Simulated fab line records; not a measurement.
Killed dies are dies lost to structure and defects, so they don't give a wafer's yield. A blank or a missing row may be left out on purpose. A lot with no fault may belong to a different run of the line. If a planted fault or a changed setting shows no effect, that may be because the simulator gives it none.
Which of the tools did it?	flow berkeley_cmos170	18 wafers from 6 lots sampled at 3 of the route's 331 steps

== WHAT THE GAUGES SHOWED, per wafer ==
UCB170_M3_BOW_MEAS_20.
lot	measured	on	M3_BOW (um)
L608	day 10 02:26	film_metro-03	38 44 36
L613	day 11 15:59	film_metro-03	40 32 24
L617	day 12 20:26	film_metro-03	52 40 39
L622	day 14 08:30	film_metro-03	41 32 29
L619	day 14 19:38	film_metro-02	41 36 36
L621	day 14 20:19	film_metro-02	39 32 39

== WHAT TOOL EACH LOT RAN ON (gives the tool, then ch and the chambers of the sampled wafers, and finally the start) ==
lot	UCB170_PSD_IMPLANT_08	UCB170_PSD_STRIP_09
L608	implanter-01 ch 0, day 9 04:16	plasma_asher-03 ch 0,1, day 9 04:23
L613	implanter-01 ch 0, day 10 14:38	plasma_asher-03 ch 0,1, day 10 14:47
L617	implanter-02 ch 0, day 11 18:48	plasma_asher-04 ch 0,1, day 11 18:57
L622	implanter-02 ch 0, day 13 04:41	plasma_asher-04 ch 0,1, day 13 04:49
L619	implanter-01 ch 0, day 13 14:28	plasma_asher-03 ch 0,1, day 13 14:35
L621	implanter-02 ch 0, day 13 14:35	plasma_asher-03 ch 0,1, day 13 14:43
- UCB170_PSD_IMPLANT_08
- UCB170_PSD_STRIP_09: strips in O2.

== THE ANSWER, worked out from the rows above alone ==
Rule: usual is defined by the lots themselves. Put in order of their means at a reading, lots are off if they are a third of the lots or fewer, leave a main group of 4 or more, and stand apart from it by a gap of 3 or more times the standard deviation of the main group's means; of several such gaps the widest counts. A main group whose means are all the same, to the digits that the tables above print for the reading, isn't used. Also off: a lot with no number at a reading for which 4 or more lots have one. Any other lot the step has rows for is counted as sound.
No lot is off at any reading shown: from this, nothing can be told.

== WHAT THE SIMULATOR PUT IN ==
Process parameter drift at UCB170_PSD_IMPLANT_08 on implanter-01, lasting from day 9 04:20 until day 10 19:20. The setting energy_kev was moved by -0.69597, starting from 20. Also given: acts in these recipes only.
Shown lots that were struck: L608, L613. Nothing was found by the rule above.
